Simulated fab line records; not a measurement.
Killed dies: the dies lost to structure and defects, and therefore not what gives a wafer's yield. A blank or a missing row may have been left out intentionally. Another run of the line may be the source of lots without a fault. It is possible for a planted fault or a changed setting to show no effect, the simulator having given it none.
A lot that was struck, set against a sound lot | flow rit_cmos | 21 steps out of a route of 202
Sound: wafers L375.2, L375.4, L375.6. Struck: wafers L380.1, L380.2, L380.5. Last of all comes the cause.
Each step with rows lists, per side, the tool, then ch with its chambers, then its first start. Under that, the readings that differ: sound wafers | struck wafers | difference of the means | sigmas: that difference in standard deviations of wafers without a fault.
alike: words and numbers the same on both sides, and readings whose means are apart by under 2 such deviations; not compared: readings that were withheld, readings missing a value for some wafer, numbers with overlapping values and no deviation given by the record, and bounds like >300 which may hide the same value.
Wherever a step has rows on one side only, a row that says differs or no value, or a row with sigmas, the two part there. Non-overlapping numbers with no deviation appear without sigmas and do not part them. A reading missing from all wafers of one side parts the sides only when that side holds two or more wafers.

first, 1 step without rows for these wafers: RIT_SILICIDE_WET_ETCH_00 (etches SiO2 in BOE, target depth 14 nm, time 15 s).
RIT_SILICIDE_SPUTTER_01: material Ti, target thk 30 nm, time 240 s.
  sound on pvd_sputter-01, day 4 00:32; struck on pvd_sputter-03, day 5 00:07
  alike: chamber_pressure_pa, throttle_valve_pct
RIT_SILICIDE_RS_MEAS_02: measurement is done with a four-point probe.
  sound on film_metro-04, day 4 00:42; struck on film_metro-01, day 5 00:16
  reading                 | sound          | struck         | difference | sigmas
  SILICIDE_TI_RS (ohm/sq) | 47.6 46.8 46.7 | 48.2 48.3 48.4 | +1.3       | +2
RIT_SILICIDE_THK_MEAS_03: measures by xrf.
  sound on film_metro-04, day 4 00:49; struck on film_metro-01, day 5 00:23
  alike: SILICIDE_TI_THK
RIT_SILICIDE_RTA_04: time 10 s, ramp up 5 s, ramp down 5 s.
  sound on rtp_anneal-02 ch 0, day 4 00:52; struck on rtp_anneal-02 ch 0, day 5 00:26
  alike: wafer_temp_C_max
then, 1 step without rows for these wafers: RIT_SILICIDE_WET_ETCH_05 (etches Ti in SPM, time 120 s).
RIT_SILICIDE_RTA_06: time 10 s, ramp up 5 s, ramp down 10 s.
  sound on rtp_anneal-01 ch 0, day 4 00:59; struck on rtp_anneal-01 ch 0, day 5 00:35
  alike: wafer_temp_C_max
RIT_CONTACT_CVD_00: deposits SiO2 from TEOS, target thk 400 nm, time 61 s.
  sound on pecvd-02 ch 0,1,2, day 4 01:02; struck on pecvd-01 ch 0,1,2, day 5 00:40
  alike: heater_power_w
RIT_CONTACT_THK_MEAS_01:
  sound on film_metro-03, day 4 01:06; struck on film_metro-02, day 5 00:43
  alike: CONTACT_TEOS_THK
then, 3 steps without rows for these wafers: RIT_CONTACT_HMDS_02 (prime time 60 s); RIT_CONTACT_COAT_03 (resist thk 1000 nm); RIT_CONTACT_SOFTBAKE_04 (time 60 s).
RIT_CONTACT_EXPOSE_05: exposes mask M11, target cd 1000 nm.
  sound on iline_stepper-02 ch 0, day 4 01:37; struck on iline_stepper-02 ch 0, day 5 01:21
  reading              | sound                | struck               | difference | sigmas
  exposure_dose_mJ_cm2 | 249.76 250.01 250.07 | 247.15 247.22 247.13 | -2.78      | -11
  alike: mask, focus_offset_nm
then, 2 steps without rows for these wafers: RIT_CONTACT_PEB_06; RIT_CONTACT_DEVELOP_07 (develop time 120 s).
RIT_CONTACT_CD_MEAS_08 targets a cd of 1000 nm.
  sound on cd_sem-02, day 4 02:08; struck on cd_sem-02, day 5 01:52
  reading    | sound             | struck               | difference | sigmas
  cd_nm (nm) | 998.8 995.9 997.0 | 1017.4 1012.4 1023.3 | +20.5      | +9
RIT_CONTACT_OVL_MEAS_09:
  sound on overlay-02, day 4 02:14; struck on overlay-02, day 5 01:59
  reading          | sound          | struck      | difference | sigmas
  CONTACT_OVL (nm) | -2.7 -3.8 -3.9 | 0.8 1.5 0.6 | +4.4       | +3
then, 1 step without rows for these wafers: RIT_CONTACT_HARDBAKE_10 (time 60 s).
RIT_CONTACT_ETCH_11: etches SiO2 in CHF3/CF4/Ar, stops on TiSi2, target depth 480 nm, time 320 s.
  sound on rie_diel-04 ch 0,2,3, day 4 02:38; struck on rie_diel-01 ch 2,3, day 5 02:10
  reading                  | sound             | struck         | difference | sigmas
  model.CONTACT.cd_nm (nm) | 998.6 995.6 996.6 | 1017 1012 1023 | +20        |
  alike: drypump_motor_current_A, oes_product_au, throttle_valve_pct
  not compared: rf_hours_counter_h
RIT_CONTACT_STRIP_12: strips in O2, time 180 s.
  sound on plasma_asher-01 ch 0,1, day 4 02:50; struck on plasma_asher-02 ch 0,1, day 5 02:22
  alike: drypump_motor_current_A
  not compared: rf_hours_counter_h
RIT_M1_PROBE_99:
  sound on prober-02, day 4 08:24; struck on prober-01, day 5 07:50
  reading                                    | sound             | struck            | difference | sigmas
  model.etest.contact_to_gate.bv_right_v (V) | 93.11 95.56 91.72 | 84.26 85.48 83.31 | -9.11      |
  alike: killed_at_contacts, killed_at_front_end, killed_dies, killed_open, killed_short
  not compared: model.etest.contact_to_gate.bv_left_v

## WHERE THEY PART
Last at RIT_CONTACT_OVL_MEAS_09 as far as this record goes, first at RIT_SILICIDE_RS_MEAS_02. Later steps at which nothing parts them and some readings are alike: RIT_CONTACT_ETCH_11, RIT_CONTACT_STRIP_12, RIT_M1_PROBE_99.

WHY: what had been put in by the simulator
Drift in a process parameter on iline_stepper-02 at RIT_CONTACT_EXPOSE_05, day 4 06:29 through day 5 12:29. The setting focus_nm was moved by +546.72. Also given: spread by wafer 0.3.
